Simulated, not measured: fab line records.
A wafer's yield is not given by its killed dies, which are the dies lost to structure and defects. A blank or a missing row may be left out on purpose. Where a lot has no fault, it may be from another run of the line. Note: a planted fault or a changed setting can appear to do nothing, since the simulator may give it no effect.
Which tool did it? || flow berkeley cmos170 || Sampling: 14 lots, 42 wafers, 5 of 331 route steps

== WHAT THE GAUGES SHOWED, per wafer ==
UCB170_ACTIVE_THK_MEAS_03. Usual: ACTIVE_OXIDE_THK gives 26.3 nm (standard deviation 0.4).
{"lot": "L474", "measured": "day 4 11:37", "on": "film metro-01", "ACTIVE_OXIDE_THK (nm)": "26.2 26.9 26.1", "flag": ""}
{"lot": "L476", "measured": "day 4 18:03", "on": "film metro-02", "ACTIVE_OXIDE_THK (nm)": "26.5 26.7 25.7", "flag": ""}
{"lot": "L475", "measured": "day 5 00:25", "on": "film metro-02", "ACTIVE_OXIDE_THK (nm)": "26.3 26.0 26.1", "flag": ""}
{"lot": "L477", "measured": "day 5 00:25", "on": "film metro-03", "ACTIVE_OXIDE_THK (nm)": "26.0 25.9 25.4", "flag": ""}
{"lot": "L478", "measured": "day 6 03:09", "on": "film metro-03", "ACTIVE_OXIDE_THK (nm)": "26.3 26.5 26.4", "flag": ""}
{"lot": "L480", "measured": "day 6 03:09", "on": "film metro-02", "ACTIVE_OXIDE_THK (nm)": "26.5 26.8 26.6", "flag": ""}
{"lot": "L479", "measured": "day 6 03:14", "on": "film metro-03", "ACTIVE_OXIDE_THK (nm)": "25.8 26.0 25.6", "flag": ""}
{"lot": "L482", "measured": "day 6 13:33", "on": "film metro-01", "ACTIVE_OXIDE_THK (nm)": "26.1 25.9 26.1", "flag": ""}
{"lot": "L485", "measured": "day 6 20:30", "on": "film metro-03", "ACTIVE_OXIDE_THK (nm)": "26.0 26.2 26.1", "flag": ""}
{"lot": "L487", "measured": "day 7 08:47", "on": "film metro-03", "ACTIVE_OXIDE_THK (nm)": "26.1 25.2 25.8", "flag": ""}
{"lot": "L492", "measured": "day 8 09:47", "on": "film metro-02", "ACTIVE_OXIDE_THK (nm)": "26.0 26.5 27.0", "flag": ""}
{"lot": "L494", "measured": "day 8 23:49", "on": "film metro-01", "ACTIVE_OXIDE_THK (nm)": "27.0 26.6 26.4", "flag": ""}
{"lot": "L496", "measured": "day 8 23:49", "on": "film metro-02", "ACTIVE_OXIDE_THK (nm)": "26.7 27.3 26.7", "flag": ""}
{"lot": "L497", "measured": "day 8 23:55", "on": "film metro-03", "ACTIVE_OXIDE_THK (nm)": "26.2 26.9 27.0", "flag": ""}

UCB170_ACTIVE_CD_MEAS_13 targets a cd of 1200 nm. Usual: cd nm 1199.8 nm, standard deviation 1.4.
{"lot": "L474", "measured": "day 4 21:40", "on": "cd sem-01", "cd nm (nm)": "1201.6 1200.3 1201.2", "flag": ""}
{"lot": "L476", "measured": "day 5 04:19", "on": "cd sem-02", "cd nm (nm)": "1200.5 1200.2 1200.8", "flag": ""}
{"lot": "L475", "measured": "day 5 09:42", "on": "cd sem-01", "cd nm (nm)": "1200.2 1201.8 1201.8", "flag": ""}
{"lot": "L477", "measured": "day 5 09:58", "on": "cd sem-01", "cd nm (nm)": "1199.6 1200.1 1197.9", "flag": ""}
{"lot": "L478", "measured": "day 6 14:17", "on": "cd sem-02", "cd nm (nm)": "1199.8 1200.3 1200.8", "flag": ""}
{"lot": "L480", "measured": "day 6 14:53", "on": "cd sem-02", "cd nm (nm)": "1197.9 1199.3 1198.7", "flag": ""}
{"lot": "L479", "measured": "day 6 14:28", "on": "cd sem-02", "cd nm (nm)": "1198.4 1198.3 1198.1", "flag": ""}
{"lot": "L482", "measured": "day 6 23:38", "on": "cd sem-02", "cd nm (nm)": "1198.8 1196.0 1196.3", "flag": ""}
{"lot": "L485", "measured": "day 7 06:02", "on": "cd sem-02", "cd nm (nm)": "1199.8 1199.4 1200.7", "flag": ""}
{"lot": "L487", "measured": "day 7 17:17", "on": "cd sem-02", "cd nm (nm)": "1202.5 1201.7 1202.7", "flag": ""}
{"lot": "L492", "measured": "day 8 18:24", "on": "cd sem-02", "cd nm (nm)": "1200.9 1201.5 1201.0", "flag": ""}
{"lot": "L494", "measured": "day 9 12:02", "on": "cd sem-01", "cd nm (nm)": "1198.7 1199.7 1198.3", "flag": ""}
{"lot": "L496", "measured": "day 9 11:29", "on": "cd sem-01", "cd nm (nm)": "1199.6 1200.5 1197.8", "flag": ""}
{"lot": "L497", "measured": "day 9 12:00", "on": "cd sem-02", "cd nm (nm)": "1199.6 1200.6 1199.2", "flag": ""}

UCB170_PVT_TW_MEAS_09. Usual: PVT_TW gives 508 (standard deviation 4.8).
{"lot": "L474", "measured": "day 7 00:04", "on": "film metro-04", "PVT_TW": "520 517 517", "flag": ""}
{"lot": "L476", "measured": "day 6 23:47", "on": "film metro-04", "PVT_TW": "515 516 514", "flag": ""}
{"lot": "L475", "measured": "day 7 00:10", "on": "film metro-03", "PVT_TW": "510 508 507", "flag": ""}
{"lot": "L477", "measured": "day 7 00:37", "on": "film metro-02", "PVT_TW": "502 505 503", "flag": ""}
{"lot": "L478", "measured": "day 8 05:23", "on": "film metro-03", "PVT_TW": "510 509 511", "flag": ""}
{"lot": "L480", "measured": "day 8 05:37", "on": "film metro-02", "PVT_TW": "502 503 502", "flag": ""}
{"lot": "L479", "measured": "day 8 05:10", "on": "film metro-04", "PVT_TW": "511 512 512", "flag": ""}
{"lot": "L482", "measured": "day 8 15:44", "on": "film metro-02", "PVT_TW": "466 468 467", "flag": "OFF"}
{"lot": "L485", "measured": "day 9 01:41", "on": "film metro-02", "PVT_TW": "467 468 463", "flag": "OFF"}
{"lot": "L487", "measured": "day 9 19:14", "on": "film metro-02", "PVT_TW": "464 463 463", "flag": "OFF"}
{"lot": "L492", "measured": "day 10 14:02", "on": "film metro-04", "PVT_TW": "513 512 512", "flag": ""}
{"lot": "L494", "measured": "day 11 09:50", "on": "film metro-04", "PVT_TW": "510 508 508", "flag": ""}
{"lot": "L496", "measured": "day 11 10:40", "on": "film metro-04", "PVT_TW": "509 510 511", "flag": ""}
{"lot": "L497", "measured": "day 11 10:35", "on": "film metro-02", "PVT_TW": "502 504 505", "flag": ""}

== WHAT TOOL EACH LOT RAN ON (gives the tool, then ch and the chambers of the sampled wafers, and finally the start) ==
{"lot": "L474", "UCB170_PFIELD_STRIP_08": "plasma asher-04 ch 1, day 5 01:08", "UCB170_PVT_IMPLANT_07": "implanter-01 ch 0, day 6 23:50"}
{"lot": "L476", "UCB170_PFIELD_STRIP_08": "plasma asher-02 ch 0,1, day 5 06:07", "UCB170_PVT_IMPLANT_07": "implanter-04 ch 0, day 6 23:32"}
{"lot": "L475", "UCB170_PFIELD_STRIP_08": "plasma asher-02 ch 0,1, day 5 12:48", "UCB170_PVT_IMPLANT_07": "implanter-02 ch 0, day 6 23:55"}
{"lot": "L477", "UCB170_PFIELD_STRIP_08": "plasma asher-01 ch 0,1, day 5 12:36", "UCB170_PVT_IMPLANT_07": "implanter-04 ch 0, day 7 00:22"}
{"lot": "L478", "UCB170_PFIELD_STRIP_08": "plasma asher-01 ch 0,1, day 6 19:53", "UCB170_PVT_IMPLANT_07": "implanter-01 ch 0, day 8 05:08"}
{"lot": "L480", "UCB170_PFIELD_STRIP_08": "plasma asher-01 ch 0,1, day 6 20:26", "UCB170_PVT_IMPLANT_07": "implanter-04 ch 0, day 8 05:22"}
{"lot": "L479", "UCB170_PFIELD_STRIP_08": "plasma asher-01 ch 0,1, day 6 20:12", "UCB170_PVT_IMPLANT_07": "implanter-02 ch 0, day 8 04:58"}
{"lot": "L482", "UCB170_PFIELD_STRIP_08": "plasma asher-02 ch 0,1, day 7 03:14", "UCB170_PVT_IMPLANT_07": "implanter-04 ch 0, day 8 15:29"}
{"lot": "L485", "UCB170_PFIELD_STRIP_08": "plasma asher-02 ch 0,1, day 7 08:44", "UCB170_PVT_IMPLANT_07": "implanter-04 ch 0, day 9 01:26"}
{"lot": "L487", "UCB170_PFIELD_STRIP_08": "plasma asher-01 ch 0,1, day 7 19:43", "UCB170_PVT_IMPLANT_07": "implanter-04 ch 0, day 9 19:00"}
{"lot": "L492", "UCB170_PFIELD_STRIP_08": "plasma asher-02 ch 0, day 8 20:29", "UCB170_PVT_IMPLANT_07": "implanter-02 ch 0, day 10 13:47"}
{"lot": "L494", "UCB170_PFIELD_STRIP_08": "plasma asher-02 ch 0,1, day 9 16:59", "UCB170_PVT_IMPLANT_07": "implanter-02 ch 0, day 11 09:35"}
{"lot": "L496", "UCB170_PFIELD_STRIP_08": "plasma asher-04 ch 0,1, day 9 16:05", "UCB170_PVT_IMPLANT_07": "implanter-02 ch 0, day 11 10:25"}
{"lot": "L497", "UCB170_PFIELD_STRIP_08": "plasma asher-04 ch 0,1, day 9 17:16", "UCB170_PVT_IMPLANT_07": "implanter-01 ch 0, day 11 10:19"}
- UCB170_PFIELD_STRIP_08: strips in O2.
- UCB170_PVT_IMPLANT_07

== AS READ BY THE TOOLS THEMSELVES (means over the sampled wafers that have a number; for cases with no such wafer, the mark the record gives instead) ==
UCB170_PFIELD_STRIP_08. Usual: drypump motor current A 5.7 A, standard deviation 0.41; oes product au 0.734 a.u., standard deviation 0.0047; strip time to endpoint s 21.42 s, standard deviation 0.074.
{"lot": "L474", "tool": "plasma asher-04", "drypump motor current A (A)": 5.1, "oes product au (a.u.)": 0.729, "strip time to endpoint s (s)": 21.41, "flag": ""}
{"lot": "L476", "tool": "plasma asher-02", "drypump motor current A (A)": 5.6, "oes product au (a.u.)": 0.734, "strip time to endpoint s (s)": 21.32, "flag": ""}
{"lot": "L475", "tool": "plasma asher-02", "drypump motor current A (A)": 5.6, "oes product au (a.u.)": 0.736, "strip time to endpoint s (s)": 21.37, "flag": ""}
{"lot": "L477", "tool": "plasma asher-01", "drypump motor current A (A)": 5.7, "oes product au (a.u.)": 0.736, "strip time to endpoint s (s)": 21.45, "flag": ""}
{"lot": "L478", "tool": "plasma asher-01", "drypump motor current A (A)": 6.0, "oes product au (a.u.)": 0.739, "strip time to endpoint s (s)": 21.38, "flag": ""}
{"lot": "L480", "tool": "plasma asher-01", "drypump motor current A (A)": 6.0, "oes product au (a.u.)": 0.731, "strip time to endpoint s (s)": 21.43, "flag": ""}
{"lot": "L479", "tool": "plasma asher-01", "drypump motor current A (A)": 5.7, "oes product au (a.u.)": 0.739, "strip time to endpoint s (s)": 21.36, "flag": ""}
{"lot": "L482", "tool": "plasma asher-02", "drypump motor current A (A)": 5.8, "oes product au (a.u.)": 0.737, "strip time to endpoint s (s)": 21.48, "flag": ""}
{"lot": "L485", "tool": "plasma asher-02", "drypump motor current A (A)": 5.7, "oes product au (a.u.)": 0.730, "strip time to endpoint s (s)": 21.55, "flag": ""}
{"lot": "L487", "tool": "plasma asher-01", "drypump motor current A (A)": 6.0, "oes product au (a.u.)": 0.736, "strip time to endpoint s (s)": 21.45, "flag": ""}
{"lot": "L492", "tool": "plasma asher-02", "drypump motor current A (A)": 5.4, "oes product au (a.u.)": 0.735, "strip time to endpoint s (s)": 21.43, "flag": ""}
{"lot": "L494", "tool": "plasma asher-02", "drypump motor current A (A)": 5.8, "oes product au (a.u.)": 0.733, "strip time to endpoint s (s)": 21.45, "flag": ""}
{"lot": "L496", "tool": "plasma asher-04", "drypump motor current A (A)": 5.5, "oes product au (a.u.)": 0.733, "strip time to endpoint s (s)": 21.34, "flag": ""}
{"lot": "L497", "tool": "plasma asher-04", "drypump motor current A (A)": 5.3, "oes product au (a.u.)": 0.735, "strip time to endpoint s (s)": 21.40, "flag": ""}

UCB170_PVT_IMPLANT_07. Usual: beam on s 9.99 s, standard deviation 0.21; dose ions cm2 1.9993e+12, standard deviation 2.2e+09; faraday current uA 6.35, standard deviation 0.13.
{"lot": "L474", "tool": "implanter-01", "beam on s (s)": 9.86, "dose ions cm2": 1.9961e+12, "faraday current uA": 6.45, "flag": ""}
{"lot": "L476", "tool": "implanter-04", "beam on s (s)": 10.04, "dose ions cm2": 2.0010e+12, "faraday current uA": 6.31, "flag": ""}
{"lot": "L475", "tool": "implanter-02", "beam on s (s)": 9.96, "dose ions cm2": 1.9961e+12, "faraday current uA": 6.36, "flag": ""}
{"lot": "L477", "tool": "implanter-04", "beam on s (s)": 9.80, "dose ions cm2": 2.0010e+12, "faraday current uA": 6.48, "flag": ""}
{"lot": "L478", "tool": "implanter-01", "beam on s (s)": 9.89, "dose ions cm2": 1.9991e+12, "faraday current uA": 6.41, "flag": ""}
{"lot": "L480", "tool": "implanter-04", "beam on s (s)": 9.94, "dose ions cm2": 1.9993e+12, "faraday current uA": 6.38, "flag": ""}
{"lot": "L479", "tool": "implanter-02", "beam on s (s)": 9.92, "dose ions cm2": 2.0009e+12, "faraday current uA": 6.39, "flag": ""}
{"lot": "L482", "tool": "implanter-04", "beam on s (s)": 10.08, "dose ions cm2": 1.5596e+12, "faraday current uA": 4.90, "flag": "OFF"}
{"lot": "L485", "tool": "implanter-04", "beam on s (s)": 10.01, "dose ions cm2": 1.5594e+12, "faraday current uA": 4.94, "flag": "OFF"}
{"lot": "L487", "tool": "implanter-04", "beam on s (s)": 10.19, "dose ions cm2": 1.5628e+12, "faraday current uA": 4.85, "flag": "OFF"}
{"lot": "L492", "tool": "implanter-02", "beam on s (s)": 9.91, "dose ions cm2": 1.9999e+12, "faraday current uA": 6.41, "flag": ""}
{"lot": "L494", "tool": "implanter-02", "beam on s (s)": 9.97, "dose ions cm2": 2.0001e+12, "faraday current uA": 6.37, "flag": ""}
{"lot": "L496", "tool": "implanter-02", "beam on s (s)": 10.08, "dose ions cm2": 2.0024e+12, "faraday current uA": 6.29, "flag": ""}
{"lot": "L497", "tool": "implanter-01", "beam on s (s)": 9.96, "dose ions cm2": 2.0004e+12, "faraday current uA": 6.36, "flag": ""}

== THE ANSWER, worked out from the rows above alone ==
Rule: a lot counts as off when the mean over its wafers that have a number is more than 3 standard deviations away from the usual mean. A lot without any number at a reading at which 4 lots or more have one is off too. All remaining lots with rows at the step are treated as sound. The gauges are gone through in route order, then the tools' own readings, and for those a lot's mean is taken as printed above. The first step at which some lot is off is used, and at that step the reading that is off furthest; a lot without a number counts as furthest.
Off: L482, L485, L487, at UCB170_PVT_TW_MEAS_09 (PVT_TW).
A tool fits if, at a process step before that reading, it ran every lot that is off, and no sound lot after the first of them. The gauges at UCB170_PVT_TW_MEAS_09 aren't tried: what is off there is off at UCB170_PVT_IMPLANT_07 too, on other tools, and a gauge's error can't cause that. One fits: UCB170_PVT_IMPLANT_07 on implanter-04. Its last sound lot is L480 (day 8 05:22), its first lot that is off L482 (day 8 15:29): a fault that began between those two fits.
The tool's own readings at UCB170_PVT_IMPLANT_07 bear it out: on the lots that are off they differ by more than 5 times the standard deviation of the sound lots' means. dose ions cm2 reads 1.5606e+12 there against 1.9997e+12 on the sound lots; faraday current uA reads 4.90 there against 6.38 on the sound lots.

== WHAT WAS PUT IN BY THE SIMULATOR ==
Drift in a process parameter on implanter-04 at UCB170_PVT_IMPLANT_07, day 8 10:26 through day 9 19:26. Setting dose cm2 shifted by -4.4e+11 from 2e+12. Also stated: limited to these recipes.
Shown lots that were struck: L482, L485, L487. Same finding as the rule above.
